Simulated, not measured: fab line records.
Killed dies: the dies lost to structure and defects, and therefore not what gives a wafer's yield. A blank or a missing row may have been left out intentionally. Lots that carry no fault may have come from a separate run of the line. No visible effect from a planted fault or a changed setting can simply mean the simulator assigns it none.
fab line records    flow rit-cmos
record lots=6  wafers=18  last-day=8
route steps=202 shown SPACER@127 NSD@131 PSD@142 SDANNEAL@153 PLDD@159 M1@202
lots that met no fault: from a run of the same line without faults
start-h: hours from the record's opening day to when the first of the lot's shown wafers began    wait-h: hours since the lot's step before    " identical to the entry in the row above    L1.1+2: a row that stands for several wafers    - either no value or no given start    * or withheld: withheld    < > ~ a bound
route shown NAME@n: NAME is a module with steps in the file, n the number in the route of the first one    usual: mean and standard deviation over wafers with no fault    same: alike in all rows    chamber/n: place in a boat    sites: the reading at each site    _std_site: standard deviation of those values    _edge_site: mean of outer sites minus mean of inner sites    radius-mm: how far each site lies from the wafer's centre    mask NAME#n: copy n    behind: the tool/chamber that last shaped the wafer    hold: why the lot was held/for how many hours/how that ended    device: transistor that didn't switch, given as n, p or np    end of line: tests run on the same wafers once the route is complete    a step without rows: its recipe alone    killed: not the wafer's yield, but the dies lost to structure and defects at the first sort    map: per-die view of a wafer (x killed, . not killed, _ where there is no die)
set.NAME: the setting as run; set.NAME@STEP: as run at that earlier step    model.NAME: the simulator's own value behind a step, which no gauge read
lots at selected steps of the route; one table per step, one row per wafer
services: a tool's chamber out of use, with start hour (start-h, from the record's first day; less than 0 if before it), hours out, and reason
## steps
# step RIT_SPACER_CLEAN_02
# recipe chemistry=SC2  mix=3:3:50  time-s=600  temp-c=75  dry=n2-spin
# step RIT_SPACER_CVD_03
# recipe material=Si3N4  target-thk-nm=250  temp-c=810  precursor=SiH2Cl2/NH3  time-s=3300  pressure-mtorr=300  sih2cl2-flow-sccm=60  nh3-flow-sccm=150
# step RIT_SPACER_THK_MEAS_04
# recipe reads=Si3N4_of_SPACER_CVD_03
# usual SPACER_NITRIDE_THK=250.2/2.4
lot.wafer  tool           chamber  start-h  wait-h  SPACER_NITRIDE_THK[nm]
L920.1     film-metro-03  -        73.44    0.0     251.3
L920.3     "              -        "        "       252.7
L920.4     "              -        "        "       250.3
L926.3     film-metro-02  -        104.13   0.0     249.2
L926.4     "              -        "        "       251.9
L926.6     "              -        "        "       249.7
L930.1     film-metro-03  -        126.94   0.0     247.3
L930.4     "              -        "        "       251.5
L930.6     "              -        "        "       248.0
L931.1     film-metro-02  -        133.38   0.0     250.8
L931.2     "              -        "        "       246.9
L931.5     "              -        "        "       248.1
L932.1     film-metro-03  -        139.11   0.0     248.7
L932.4     "              -        "        "       249.6
L932.5     "              -        "        "       249.4
L939.1     film-metro-04  -        173.82   0.0     251.7
L939.4     "              -        "        "       252.8
L939.6     "              -        "        "       251.3
# step RIT_SPACER_ETCHBACK_05
# recipe target-depth-a=2500  SF6_flow_sccm=30  CHF3_flow_sccm=30  target=Si3N4  chemistry=SF6/CHF3  pressure-mtorr=40  rf-w=250  time-s=240  stop-on=SiO2
# usual drypump-motor-current-A=5.6/0.49  oes-product-au=0.842/0.013  throttle-valve-pct=10.27/0.11
lot.wafer  tool         chamber  start-h  wait-h  drypump-motor-current-A  oes-product-au  rf-hours-counter-h  throttle-valve-pct
L920.1     rie-diel-03  1        73.50    0.1     5.0                      0.847           29                  10.33
L920.3     "            0        "        "       6.6                      0.824           84                  10.14
L920.4     "            2        "        "       5.2                      0.859           4                   10.28
L926.3     rie-diel-04  0        104.17   0.0     6.1                      0.816           34                  10.34
L926.4     "            3        "        "       5.5                      0.837           96                  10.28
L926.6     "            1        "        "       5.2                      0.833           -                   10.28
L930.1     rie-diel-03  0        127.00   0.1     6.6                      0.819           85                  10.13
L930.4     "            3        "        "       5.2                      0.843           38                  10.12
L930.6     "            3        "        "       5.2                      0.834           -                   10.12
L931.1     rie-diel-04  3        133.44   0.1     5.5                      0.830           96                  10.26
L931.2     "            1        "        "       5.2                      0.822           51                  10.29
L931.5     "            0        "        "       6.1                      0.832           -                   10.35
L932.1     rie-diel-03  2        139.17   0.1     5.2                      0.850           5                   10.30
L932.4     "            1        "        "       5.0                      0.849           30                  10.34
L932.5     "            2        "        "       5.2                      0.855           -                   10.29
L939.1     rie-diel-01  2        173.88   0.1     5.5                      0.851           16                  10.09
L939.4     "            0        "        "       6.2                      0.859           -                   10.49
L939.6     "            2        "        "       5.5                      0.853           -                   10.11
# step RIT_NSD_HMDS_00
# recipe prime-time-s=60  prime-temp-c=140
# step RIT_NSD_COAT_01
# recipe resist=NOVOLAK  spin-rpm=3298  resist-thk-nm=1000
# step RIT_NSD_SOFTBAKE_02
# recipe resist=NOVOLAK  temp-c=90  time-s=60
# step RIT_NSD_EXPOSE_03
# recipe mask-id=M9  na=0.57  target-cd-nm=40700  dose-mj=250
# step RIT_NSD_PEB_04
# recipe resist=NOVOLAK  temp-c=withheld  time-s=withheld
# step RIT_NSD_DEVELOP_05
# recipe resist=NOVOLAK  develop-time-s=50  dev-temp-c=23
# step RIT_NSD_OVL_MEAS_06
# usual NSD_OVL=-0.5/1.3
lot.wafer  tool        chamber  start-h  wait-h  NSD_OVL[nm]
L920.1     overlay-02  -        74.59    -       -0.8
L920.3     "           -        "        "       -0.7
L920.4     "           -        "        "       0.3
L926.3     overlay-01  -        105.18   -       0.5
L926.4     "           -        "        "       0.2
L926.6     "           -        "        "       1.2
L930.1     overlay-02  -        128.00   -       -1.6
L930.4     "           -        "        "       -0.6
L930.6     "           -        "        "       -1.2
L931.1     overlay-01  -        134.44   -       -2.0
L931.2     "           -        "        "       -0.6
L931.5     "           -        "        "       1.4
L932.1     overlay-01  -        140.30   -       -1.2
L932.4     "           -        "        "       -0.8
L932.5     "           -        "        "       -1.5
L939.1     overlay-01  -        174.88   -       -0.9
L939.4     "           -        "        "       1.0
L939.6     "           -        "        "       -0.5
# step RIT_NSD_HARDBAKE_07
# recipe resist=NOVOLAK  temp-c=140  time-s=60
# step RIT_NSD_IMPLANT_08
# recipe species=P  energy-kev=25  dose-cm2=1e+15  tilt-deg=7
# usual dose-ions-cm2=1e+15/1.1e+12  end-station-pressure-torr=7.5e-06/4e-07  faraday-current-uA=3132/67  tilt-deg=7.001/0.025
lot.wafer  tool          chamber  start-h  wait-h  dose-ions-cm2  end-station-pressure-torr  faraday-current-uA  tilt-deg
L920.1     implanter-04  0        74.78    0.1     9.99e+14       7e-06                      3245                7.020
L920.3     "             0        "        "       9.994e+14      7.5e-06                    3091                7.042
L920.4     "             0        "        "       1.0005e+15     7.7e-06                    3169                7.090
L926.3     implanter-01  0        105.40   0.1     1.0008e+15     7e-06                      3109                6.975
L926.4     "             0        "        "       1.0013e+15     7.6e-06                    3227                6.985
L926.6     "             0        "        "       1.0003e+15     7.5e-06                    3144                7.022
L930.1     implanter-01  0        128.19   0.1     4.014e+14      5.7e-06                    1261                7.002
L930.4     "             0        "        "       3.989e+14      6.2e-06                    1242                7.002
L930.6     "             0        "        "       3.991e+14      5.6e-06                    1271                7.001
L931.1     implanter-01  0        134.63   0.1     4.019e+14      6.2e-06                    1246                7.004
L931.2     "             0        "        "       4.007e+14      6e-06                      1224                7.017
L931.5     "             0        "        "       4.007e+14      6e-06                      1270                7.030
L932.1     implanter-04  0        140.48   0.1     1.0003e+15     7.9e-06                    3180                6.984
L932.4     "             0        "        "       9.996e+14      6.2e-06                    3057                6.960
L932.5     "             0        "        "       9.985e+14      7.6e-06                    3140                6.967
L939.1     implanter-02  0        175.07   0.1     9.98e+14       7.4e-06                    3072                7.016
L939.4     "             0        "        "       9.991e+14      7.6e-06                    3041                6.996
L939.6     "             0        "        "       9.993e+14      7.5e-06                    2955                7.000
# step RIT_NSD_STRIP_09
# recipe chemistry=O2  time-s=180  resist=NOVOLAK  platen-temp-c=withheld  power-w=500  pressure-mtorr=4000  o2-flow-sccm=4000
# usual drypump-motor-current-A=5.8/0.54
lot.wafer  tool             chamber  start-h  wait-h  drypump-motor-current-A  rf-hours-counter-h
L920.1     plasma-asher-04  1        74.93    0.1     6.2                      45
L920.3     "                0        "        "       5.1                      -
L920.4     "                1        "        "       6.1                      -
L926.3     plasma-asher-04  0        105.56   0.1     5.1                      -
L926.4     "                1        "        "       6.1                      -
L926.6     "                1        "        "       6.1                      -
L930.1     plasma-asher-02  0        128.34   0.1     6.0                      1
L930.4     "                1        "        "       6.1                      -
L930.6     "                1        "        "       6.2                      -
L931.1     plasma-asher-02  1        134.78   0.1     6.1                      1
L931.2     "                0        "        "       6.0                      1
L931.5     "                0        "        "       6.1                      -
L932.1     plasma-asher-01  1        140.63   0.1     6.4                      48
L932.4     "                0        "        "       5.0                      -
L932.5     "                1        "        "       6.4                      -
L939.1     plasma-asher-02  1        175.22   0.1     6.1                      5
L939.4     "                1        "        "       6.1                      -
L939.6     "                1        "        "       6.1                      -
# step RIT_NSD_TW_MEAS_10
# usual NSD_TW=3126/24
lot.wafer  tool           chamber  start-h  wait-h  NSD_TW
L920.1     film-metro-02  -        75.10    0.1     3102
L920.3     "              -        "        "       3114
L920.4     "              -        "        "       3119
L926.3     film-metro-03  -        105.70   0.1     3150
L926.4     "              -        "        "       3147
L926.6     "              -        "        "       3139
L930.1     film-metro-01  -        128.52   0.1     2487
L930.4     "              -        "        "       2466
L930.6     "              -        "        "       2480
L931.1     film-metro-03  -        134.95   0.1     2509
L931.2     "              -        "        "       2509
L931.5     "              -        "        "       2504
L932.1     film-metro-01  -        140.81   0.1     3118
L932.4     "              -        "        "       3106
L932.5     "              -        "        "       3106
L939.1     film-metro-01  -        175.39   0.1     3115
L939.4     "              -        "        "       3113
L939.6     "              -        "        "       3115
# step RIT_PSD_HMDS_00
# recipe prime-time-s=60  prime-temp-c=140
# step RIT_PSD_COAT_01
# recipe resist=NOVOLAK  spin-rpm=3250  resist-thk-nm=1000
# step RIT_PSD_SOFTBAKE_02
# recipe resist=NOVOLAK  temp-c=90  time-s=60
# step RIT_PSD_EXPOSE_03
# recipe mask-id=M10  na=0.57  target-cd-nm=40900  dose-mj=250
# step RIT_PSD_PEB_04
# recipe resist=NOVOLAK  temp-c=withheld  time-s=withheld
# step RIT_PSD_DEVELOP_05
# recipe resist=NOVOLAK  develop-time-s=50  dev-temp-c=23
# step RIT_PSD_OVL_MEAS_06
# usual PSD_OVL=-0.2/1.4
lot.wafer  tool        chamber  start-h  wait-h  PSD_OVL[nm]
L920.1     overlay-01  -        76.01    -       2.4
L920.3     "           -        "        "       1.0
L920.4     "           -        "        "       0.3
L926.3     overlay-02  -        106.60   -       -2.7
L926.4     "           -        "        "       -0.6
L926.6     "           -        "        "       -1.3
L930.1     overlay-01  -        129.42   -       -1.3
L930.4     "           -        "        "       -0.4
L930.6     "           -        "        "       0.6
L931.1     overlay-02  -        135.86   -       -0.4
L931.2     "           -        "        "       -1.8
L931.5     "           -        "        "       -1.1
L932.1     overlay-01  -        141.91   -       -0.6
L932.4     "           -        "        "       -2.0
L932.5     "           -        "        "       0.9
L939.1     overlay-02  -        176.43   -       -1.3
L939.4     "           -        "        "       -0.2
L939.6     "           -        "        "       0.5
# step RIT_PSD_HARDBAKE_07
# recipe resist=NOVOLAK  temp-c=140  time-s=60
# step RIT_PSD_IMPLANT_08
# recipe species=BF2  energy-kev=27  dose-cm2=5e+15  tilt-deg=7
# step RIT_PSD_STRIP_09
# recipe chemistry=O2  time-s=180  resist=NOVOLAK  platen-temp-c=withheld  power-w=500  pressure-mtorr=4000  o2-flow-sccm=4000
# usual drypump-motor-current-A=5.8/0.42
lot.wafer  tool             chamber  start-h  wait-h  drypump-motor-current-A  rf-hours-counter-h
L920.1     plasma-asher-04  0        76.35    0.1     5.1                      45
L920.3     "                1        "        "       6.2                      -
L920.4     "                0        "        "       5.1                      -
L926.3     plasma-asher-03  0        107.15   0.1     6.2                      -
L926.4     "                1        "        "       5.5                      -
L926.6     "                0        "        "       6.2                      -
L930.1     plasma-asher-03  0        129.76   0.1     6.2                      34
L930.4     "                0        "        "       6.2                      -
L930.6     "                0        "        "       6.2                      -
L931.1     plasma-asher-04  1        136.20   0.1     6.1                      52
L931.2     "                0        "        "       5.1                      52
L931.5     "                1        "        "       6.2                      -
L932.1     plasma-asher-04  1        142.25   0.1     6.1                      53
L932.4     "                0        "        "       5.1                      -
L932.5     "                1        "        "       6.1                      -
L939.1     plasma-asher-04  0        176.76   0.1     5.1                      56
L939.4     "                1        "        "       6.2                      -
L939.6     "                1        "        "       6.2                      -
# step RIT_PSD_TW_MEAS_10
# usual PSD_TW=3441/24
lot.wafer  tool           chamber  start-h  wait-h  PSD_TW
L920.1     film-metro-01  -        76.53    0.1     3411
L920.3     "              -        "        "       3418
L920.4     "              -        "        "       3426
L926.3     film-metro-02  -        107.29   0.1     3455
L926.4     "              -        "        "       3449
L926.6     "              -        "        "       3446
L930.1     film-metro-02  -        129.94   0.1     3454
L930.4     "              -        "        "       3445
L930.6     "              -        "        "       3460
L931.1     film-metro-03  -        136.37   0.1     3449
L931.2     "              -        "        "       3458
L931.5     "              -        "        "       3439
L932.1     film-metro-03  -        142.42   0.1     3465
L932.4     "              -        "        "       3443
L932.5     "              -        "        "       3439
L939.1     film-metro-03  -        176.94   0.1     3446
L939.4     "              -        "        "       3439
L939.6     "              -        "        "       3433
# step RIT_SDANNEAL_CLEAN_00
# recipe chemistry=SC1  mix=3:3:50  time-s=600  temp-c=74.13
# step RIT_SDANNEAL_CLEAN_01
# recipe chemistry=dHF  dilution=50:1  time-s=30
# step RIT_SDANNEAL_CLEAN_02
# recipe chemistry=SC2  mix=3:3:50  time-s=600  temp-c=75  dry=n2-spin
# step RIT_SDANNEAL_RTA_03
# recipe temp-c=1050  time-s=5  idle-temp-c=600  ramp-up-c-per-s=342  ramp-down-c-per-s=171  cool-to-c=600  ambient=N2
# usual chamber-o2-ppm=1.997/0.019  wafer_temp_C_max=1053.4/1.3
lot.wafer  tool           chamber  start-h  wait-h  chamber-o2-ppm  wafer_temp_C_max
L920.1     rtp-anneal-01  0        76.99    0.0     2.022           1054.1
L920.3     "              0        "        "       1.991           1052.4
L920.4     "              0        "        "       1.981           1056.0
L926.3     rtp-anneal-01  0        107.73   0.0     1.998           1053.9
L926.4     "              0        "        "       2.002           1052.1
L926.6     "              0        "        "       1.994           1055.4
L930.1     rtp-anneal-01  0        130.36   0.0     1.979           1051.5
L930.4     "              0        "        "       1.980           1052.2
L930.6     "              0        "        "       1.982           1055.1
L931.1     rtp-anneal-02  0        136.82   0.0     2.012           1053.4
L931.2     "              0        "        "       2.034           1053.0
L931.5     "              0        "        "       1.991           1052.1
L932.1     rtp-anneal-01  0        142.87   0.0     2.028           1053.3
L932.4     "              0        "        "       2.007           1053.8
L932.5     "              0        "        "       2.004           1051.1
L939.1     rtp-anneal-02  0        177.36   0.0     2.006           1054.9
L939.4     "              0        "        "       1.996           1053.6
L939.6     "              0        "        "       1.985           1054.9
# step RIT_SDANNEAL_RS_MEAS_04
# recipe thk-meas-gauge=four-point-probe
# usual PSD_RS=115.9/0.31
lot.wafer  tool           chamber  start-h  wait-h  PSD_RS[ohm/sq]
L920.1     film-metro-01  -        77.05    0.0     116.4
L920.3     "              -        "        "       116.1
L920.4     "              -        "        "       116.2
L926.3     film-metro-03  -        107.85   0.1     115.8
L926.4     "              -        "        "       116.3
L926.6     "              -        "        "       116.0
L930.1     film-metro-01  -        130.42   0.0     116.0
L930.4     "              -        "        "       116.2
L930.6     "              -        "        "       116.2
L931.1     film-metro-03  -        136.87   0.0     115.7
L931.2     "              -        "        "       115.9
L931.5     "              -        "        "       115.7
L932.1     film-metro-03  -        142.93   0.0     115.9
L932.4     "              -        "        "       116.1
L932.5     "              -        "        "       116.4
L939.1     film-metro-01  -        177.42   0.0     115.9
L939.4     "              -        "        "       115.7
L939.6     "              -        "        "       116.6
# step RIT_SDANNEAL_RS_MEAS_05
# recipe thk-meas-gauge=four-point-probe
# usual NSD_RS=84.61/0.26
lot.wafer  tool           chamber  start-h  wait-h  NSD_RS[ohm/sq]
L920.1     film-metro-01  -        77.17    0.1     85.16
L920.3     "              -        "        "       84.80
L920.4     "              -        "        "       84.79
L926.3     film-metro-03  -        107.97   0.1     84.67
L926.4     "              -        "        "       84.78
L926.6     "              -        "        "       84.78
L930.1     film-metro-01  -        130.54   0.1     176.21
L930.4     "              -        "        "       177.88
L930.6     "              -        "        "       177.44
L931.1     film-metro-03  -        136.99   0.1     175.75
L931.2     "              -        "        "       175.93
L931.5     "              -        "        "       175.77
L932.1     film-metro-03  -        143.05   0.1     84.47
L932.4     "              -        "        "       84.83
L932.5     "              -        "        "       84.71
L939.1     film-metro-01  -        177.54   0.1     84.89
L939.4     "              -        "        "       84.57
L939.6     "              -        "        "       84.79
# step RIT_SDANNEAL_RS_MEAS_06
# recipe thk-meas-gauge=four-point-probe
# usual PLDD_RS=178.7/0.52
lot.wafer  tool           chamber  start-h  wait-h  PLDD_RS[ohm/sq]
L920.1     film-metro-01  -        77.29    0.1     179.8
L920.3     "              -        "        "       178.9
L920.4     "              -        "        "       179.2
L926.3     film-metro-03  -        108.09   0.1     178.1
L926.4     "              -        "        "       178.4
L926.6     "              -        "        "       178.1
L930.1     film-metro-01  -        130.66   0.1     179.2
L930.4     "              -        "        "       179.7
L930.6     "              -        "        "       180.3
L931.1     film-metro-03  -        137.11   0.1     178.5
L931.2     "              -        "        "       178.9
L931.5     "              -        "        "       178.4
L932.1     film-metro-03  -        143.17   0.1     178.2
L932.4     "              -        "        "       178.1
L932.5     "              -        "        "       178.8
L939.1     film-metro-01  -        177.66   0.1     179.0
L939.4     "              -        "        "       178.2
L939.6     "              -        "        "       179.3
# step RIT_M1_PROBE_99
# usual killed-at-front-end=7/3.1  killed-dies=7/3.1  killed-open=3.6/2.2  killed-short=3.4/2.1
# same gross-dies=264  killed_at_M0_to_M3=0  killed_at_M4_up=0  killed-at-back-side=0  killed-at-contacts=0  killed-at-other=0
lot.wafer  tool       chamber  start-h  wait-h  killed-at-front-end  killed-dies  killed-open  killed-short
L920.1     prober-02  -        84.32    0.1     5                    5            2            3
L920.3     prober-02  -        84.42    0.2     4                    4            2            2
L920.4     prober-02  -        84.47    0.2     8                    8            5            3
L926.3     prober-02  -        115.29   0.2     8                    8            6            2
L926.4     prober-02  -        115.34   0.2     9                    9            5            4
L926.6     prober-02  -        115.44   0.2     5                    5            4            1
L930.1     prober-02  -        137.90   0.1     15                   15           5            10
L930.4     prober-02  -        138.05   0.2     5                    5            4            1
L930.6     prober-02  -        138.15   0.2     5                    5            2            3
L931.1     prober-01  -        144.60   0.1     5                    5            2            3
L931.2     prober-01  -        144.65   0.1     7                    7            2            5
L931.5     prober-01  -        144.80   0.2     13                   13           9            4
# killed by level:class
L920.1 SPACER:geometric-particle:short=2 FOX1:geometric-particle:short=1 REOX:geometric-particle:open=1 SPACER:geometric-particle:open=1
L920.3 FOX1:geometric-particle:open=2 SILICIDE:geometric-particle:short=2
L920.4 REOX:geometric-particle:open=2 FOX1:geometric-particle:open=1 FOX2:geometric-particle:short=1 GATE:geometric-particle:open=1 GATE:geometric-particle:short=1 SPACER:geometric-particle:open=1 SPACER:geometric-particle:short=1
L926.3 FOX2:geometric-particle:open=2 SPACER:geometric-particle:open=2 FOX1:geometric-particle:open=1 FOX2:geometric-particle:short=1 GATE:geometric-particle:open=1 SPACER:geometric-particle:short=1
L926.4 FOX2:geometric-particle:open=2 GATE:geometric-particle:open=2 GATE:geometric-particle:short=2 FOX1:geometric-particle:short=1 REOX:geometric-particle:open=1 SILICIDE:geometric-particle:short=1
L926.6 GATE:geometric-particle:open=3 FOX1:geometric-particle:open=1 SILICIDE:geometric-particle:short=1
L930.1 GATE:geometric-particle:open=3 SPACER:geometric-particle:short=3 SILICIDE:geometric-particle:short=3 GATE:geometric-particle:short=2 SPACER:geometric-particle:open=2 FOX2:geometric-particle:short=1 REOX:geometric-particle:short=1
L930.4 GATE:geometric-particle:open=2 FOX2:geometric-particle:open=1 REOX:geometric-particle:open=1 REOX:geometric-particle:short=1
L930.6 FOX2:geometric-particle:short=2 FOX1:geometric-particle:short=1 REOX:geometric-particle:open=1 SPACER:geometric-particle:open=1
L931.1 FOX1:geometric-particle:short=2 FOX2:geometric-particle:open=1 FOX2:geometric-particle:short=1 GATE:geometric-particle:open=1
L931.2 GATE:geometric-particle:short=2 FOX1:geometric-particle:short=1 REOX:geometric-particle:open=1 SPACER:geometric-particle:short=1 SILICIDE:geometric-particle:open=1 SILICIDE:geometric-particle:short=1
L931.5 GATE:geometric-particle:open=5 SPACER:geometric-particle:open=3 FOX1:geometric-particle:short=1 GATE:geometric-particle:short=1 REOX:geometric-particle:short=1 SPACER:geometric-particle:short=1 SILICIDE:geometric-particle:open=1
## services
tool             chamber  start-h  hours  kind
rie-diel-04      3        60.48    3.4    repair
rie-diel-01      0        64.56    14.7   repair
plasma-asher-02  -        68.80    1.6    repair
rie-diel-03      -        86.91    0.4    repair
plasma-asher-01  -        100.24   14.6   pm
plasma-asher-03  -        103.58   2.8    pm
plasma-asher-02  -        108.75   9.0    pm
plasma-asher-02  0        108.75   9.0    vent-cycle
plasma-asher-02  1        108.75   9.0    vent-cycle
plasma-asher-02  0        117.75   -      clean
plasma-asher-02  1        117.75   -      clean
implanter-04     -        125.08   2.3    repair
implanter-02     -        143.38   1.5    repair
rie-diel-01      1        162.41   -      clean
rie-diel-01      1        162.41   14.6   scheduled-down
rie-diel-01      1        162.41   14.6   vent-cycle
implanter-02     -        164.33   2.8    repair
rie-diel-03      0        168.18   11.3   repair
rie-diel-03      1        171.27   6.7    repair
rie-diel-03      3        172.16   2.5    repair
implanter-04     -        175.35   8.5    repair
implanter-01     -        175.36   1.1    repair
implanter-02     -        175.70   21.3   repair
## key
first-sign step=RIT_NSD_IMPLANT_08  reading=dose-ions-cm2  direction=down  sigmas=99+  usual=1e+15  struck=4.005e+14
effect step=RIT_NSD_IMPLANT_08  reading=faraday-current-uA  direction=down  sigmas=28  usual=3132  struck=1252
effect step=RIT_NSD_TW_MEAS_10  reading=NSD_TW  direction=down  sigmas=27  usual=3126  struck=2492
effect step=RIT_SDANNEAL_RS_MEAS_05  reading=NSD_RS  direction=up  sigmas=99+  usual=84.61  struck=176.50
met-at RIT_NSD_IMPLANT_08
struck-wafers L930.1,L930.4,L930.6,L931.1,L931.2,L931.5
tester-left-out L930,L931
onset-between 105.40 128.19
fault kind=process-parameter-drift  tool=implanter-01  chamber=-  onset-h=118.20  steps=RIT_NSD_IMPLANT_08  channel=dose-cm2  offset=-6e+14  shape=step  end-h=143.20  acts-in=these-recipes-only  stated=1e+15
# tester-left-out: of these lots the tester's yield and bins aren't shown, on N5 and GAA mostly nor the transistor test; their killed dies are dies lost to structure and defects alone, not to doping, threshold or leakage, so they don't give the yield
